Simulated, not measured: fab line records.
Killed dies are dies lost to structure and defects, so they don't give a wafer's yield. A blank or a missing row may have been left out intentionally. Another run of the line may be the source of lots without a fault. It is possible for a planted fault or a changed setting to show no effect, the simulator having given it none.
Chamber matching :: flow berkeleyCmos170 :: rieDiel-01 running UCB170_SPACER_ETCHBACK_03: 4 sister chambers
The step etches SiO2 in CHF3/CF4/Ar, stops on Si, target depth 376 nm, time 100 s. 7 wafers are shown with their chamber, then 7 later ones without.

## WAFERS PAIRED WITH THEIR CHAMBERS
wafer: L682.4
chamber: 1
drypumpMotorCurrentA (A): 4.7
throttleValvePct (%): 6.22

wafer: L691.1
chamber: 2
drypumpMotorCurrentA (A): 6.4
throttleValvePct (%): 6.51

wafer: L691.4
chamber: 3
drypumpMotorCurrentA (A): 5.4
throttleValvePct (%): 6.57

wafer: L692.2
chamber: 3
drypumpMotorCurrentA (A): 5.3
throttleValvePct (%): 6.56

wafer: L692.5
chamber: 0
drypumpMotorCurrentA (A): 6.3
throttleValvePct (%): 6.49

wafer: L695.1
chamber: 0
drypumpMotorCurrentA (A): 6.3
throttleValvePct (%): 6.51

wafer: L695.4
chamber: 1
drypumpMotorCurrentA (A): 4.7
throttleValvePct (%): 6.24

## WAFERS WHOSE CHAMBER IS MISSING
wafer: L695.6
drypumpMotorCurrentA (A): 5.3
throttleValvePct (%): 6.57

wafer: L697.2
drypumpMotorCurrentA (A): 6.4
throttleValvePct (%): 6.51

wafer: L697.5
drypumpMotorCurrentA (A): 4.7
throttleValvePct (%): 6.23

wafer: L697.6
drypumpMotorCurrentA (A): 5.3
throttleValvePct (%): 6.56

wafer: L698.1
drypumpMotorCurrentA (A): 4.7
throttleValvePct (%): 6.24

wafer: L698.2
drypumpMotorCurrentA (A): 5.4
throttleValvePct (%): 6.57

wafer: L698.6
drypumpMotorCurrentA (A): 5.4
throttleValvePct (%): 6.57

## WHICH CHAMBER EACH ONE RAN IN
wafer: L695.6
from the rows above: 3
in truth: 3

wafer: L697.2
from the rows above: 2
in truth: 2

wafer: L697.5
from the rows above: 1
in truth: 1

wafer: L697.6
from the rows above: 3
in truth: 3

wafer: L698.1
from the rows above: 1
in truth: 1

wafer: L698.2
from the rows above: 3
in truth: 3

wafer: L698.6
from the rows above: 3
in truth: 3
Correctly placed: 7 of 7. Number that these rows cannot place: 0. Placed wrongly: 0.
How it was worked out, from the rows above alone: a wafer's distance from a chamber is the root of the sum, over the readings, of the square of ((its reading less the chamber's mean) divided by the reading's scatter). The wafer belongs to the nearest chamber; if the next one is less than 2 further off, it can't be placed. The mean given for a chamber averages the wafers shown for that chamber. The scatter: take each reading less its chamber's mean, square it, sum over the shown wafers, divide by the number of wafers less the number of chambers, and take the root.
